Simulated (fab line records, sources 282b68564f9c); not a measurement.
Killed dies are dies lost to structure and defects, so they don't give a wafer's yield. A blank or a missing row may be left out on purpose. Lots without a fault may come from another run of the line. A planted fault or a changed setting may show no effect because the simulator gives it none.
Which tool did it? | flow rit_cmos | 15 lots, 45 wafers sampled, at 3 steps of a route of 202

WHAT THE GAUGES READ, wafer by wafer
RIT_NWELL_TW_MEAS_10.
lot  | measured    | on            | NWELL_TW
L909 | day 1 22:44 | film_metro-04 | 2135 2148 2139
L910 | day 2 05:11 | film_metro-04 | 2156 2155 2166
L912 | day 2 12:38 | film_metro-02 | 2190 2174 2175
L913 | day 2 17:37 | film_metro-01 | 2186 2175 2172
L914 | day 3 00:28 | film_metro-04 | 2119 2121 2116
L915 | day 3 04:20 | film_metro-04 | 2121 2129 2125
L916 | day 3 10:11 | film_metro-04 | 2124 2119 2120
L918 | day 3 21:35 | film_metro-01 | 2185 2178 2189
L920 | day 4 04:24 | film_metro-01 | 2180 2168 2172
L921 | day 4 10:59 | film_metro-04 | 2155 2164 2151
L922 | day 4 15:59 | film_metro-04 | 2147 2147 2139
L928 | day 5 22:37 | film_metro-02 | 2179 2166 2173
L929 | day 6 02:12 | film_metro-04 | 1963 1945 1951
L930 | day 6 08:04 | film_metro-02 | 1980 1970 1966
L931 | day 6 12:11 | film_metro-04 | 1945 1958 1946

RIT_WELLDRIVE_RS_MEAS_01: measures by four-point-probe.
lot  | measured    | on            | NWELL_RS (ohm/sq)
L909 | day 2 05:35 | film_metro-02 | 275.3 275.2 275.0
L910 | day 2 12:01 | film_metro-01 | 275.3 275.8 274.9
L912 | day 2 19:37 | film_metro-01 | 275.7 275.0 274.8
L913 | day 3 00:58 | film_metro-02 | 275.0 275.6 275.3
L914 | day 3 08:00 | film_metro-02 | 276.5 276.2 275.8
L915 | day 3 12:20 | film_metro-02 | 275.6 274.8 275.2
L916 | day 3 17:00 | film_metro-04 | 274.6 275.1 275.4
L918 | day 4 05:26 | film_metro-04 | 276.0 276.2 275.3
L920 | day 4 12:01 | film_metro-02 | 275.8 275.7 274.8
L921 | day 4 17:50 | film_metro-01 | 276.3 276.3 275.9
L922 | day 4 23:14 | film_metro-04 | 275.0 276.1 276.6
L928 | day 6 06:49 | film_metro-02 | 274.8 274.9 274.9
L929 | day 6 09:02 | film_metro-02 | 327.1 329.4 329.7
L930 | day 6 14:53 | film_metro-02 | 331.4 331.5 332.2
L931 | day 6 19:07 | film_metro-01 | 330.5 330.7 332.3

WHICH TOOL RAN EACH LOT (tool, then ch and the chambers of the sampled wafers, then the start)
lot  | RIT_NWELL_IMPLANT_08
L909 | implanter-04 ch 0, day 1 22:24
L910 | implanter-04 ch 0, day 2 04:52
L912 | implanter-02 ch 0, day 2 12:19
L913 | implanter-01 ch 0, day 2 17:19
L914 | implanter-01 ch 0, day 3 00:08
L915 | implanter-04 ch 0, day 3 04:02
L916 | implanter-04 ch 0, day 3 09:52
L918 | implanter-01 ch 0, day 3 21:15
L920 | implanter-01 ch 0, day 4 04:05
L921 | implanter-04 ch 0, day 4 10:40
L922 | implanter-02 ch 0, day 4 15:39
L928 | implanter-01 ch 0, day 5 22:17
L929 | implanter-04 ch 0, day 6 01:52
L930 | implanter-04 ch 0, day 6 07:44
L931 | implanter-04 ch 0, day 6 11:51
- RIT_NWELL_IMPLANT_08

WHAT THE TOOLS THEMSELVES READ (means of the sampled wafers that have a number; where no wafer has one, the mark that the record gives instead)
RIT_NWELL_IMPLANT_08.
lot  | tool         | dose_ions_cm2 | faraday_current_uA
L909 | implanter-04 | 5.003e+13     | 159
L910 | implanter-04 | 4.999e+13     | 158
L912 | implanter-02 | 5.000e+13     | 156
L913 | implanter-01 | 5.001e+13     | 161
L914 | implanter-01 | 5.003e+13     | 160
L915 | implanter-04 | 5.003e+13     | 162
L916 | implanter-04 | 5.005e+13     | 161
L918 | implanter-01 | 5.001e+13     | 163
L920 | implanter-01 | 4.998e+13     | 157
L921 | implanter-04 | 5.002e+13     | 161
L922 | implanter-02 | 4.999e+13     | 157
L928 | implanter-01 | 4.997e+13     | 158
L929 | implanter-04 | 3.729e+13     | 117
L930 | implanter-04 | 3.718e+13     | 116
L931 | implanter-04 | 3.724e+13     | 118

THE ANSWER, worked out from the rows above alone
Rule: what is usual is taken from the lots themselves. Put in order of their means at a reading, lots are off if they are a third of the lots or fewer, leave a main group of 4 or more, and stand apart from it by a gap of 3 or more times the standard deviation of the main group's means; of several such gaps the widest counts. A main group whose means are all the same, to the digits that the tables above print for the reading, isn't used. A lot without any number at a reading at which 4 lots or more have one is off too. The other lots that the step has rows for count as sound. The gauges are gone through in route order, then the tools' own readings, and for those a lot's mean is taken as printed above. The first step at which some lot is off is used, and at that step the reading that is off furthest; a lot without a number counts as furthest.
Off: L929, L930, L931, at RIT_NWELL_TW_MEAS_10 (NWELL_TW). The main group: mean 2154, standard deviation 23.
A tool fits if, at a process step before that reading, it ran every lot that is off, and no sound lot after the first of them. The gauges at RIT_NWELL_TW_MEAS_10 aren't tried: what is off there is off at RIT_NWELL_IMPLANT_08 too, on other tools, and a gauge's error can't cause that. One fits: implanter-04 at RIT_NWELL_IMPLANT_08. Its last sound lot is L921 (day 4 10:40), its first lot that is off L929 (day 6 01:52): a fault that began between those two fits.
The tool's own readings at RIT_NWELL_IMPLANT_08 bear it out: on the lots that are off they differ by more than 5 times the standard deviation of the sound lots' means. dose_ions_cm2 reads 3.724e+13 there against 5.001e+13 on the sound lots; faraday_current_uA reads 117 there against 159 on the sound lots.

WHAT THE SIMULATOR HAD PUT IN
Process parameter drift: implanter-04, from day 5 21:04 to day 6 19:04, at RIT_NWELL_IMPLANT_08. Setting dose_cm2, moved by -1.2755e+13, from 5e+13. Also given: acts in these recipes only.
Lots struck among those shown: L929, L930, L931. The rule above found the same.
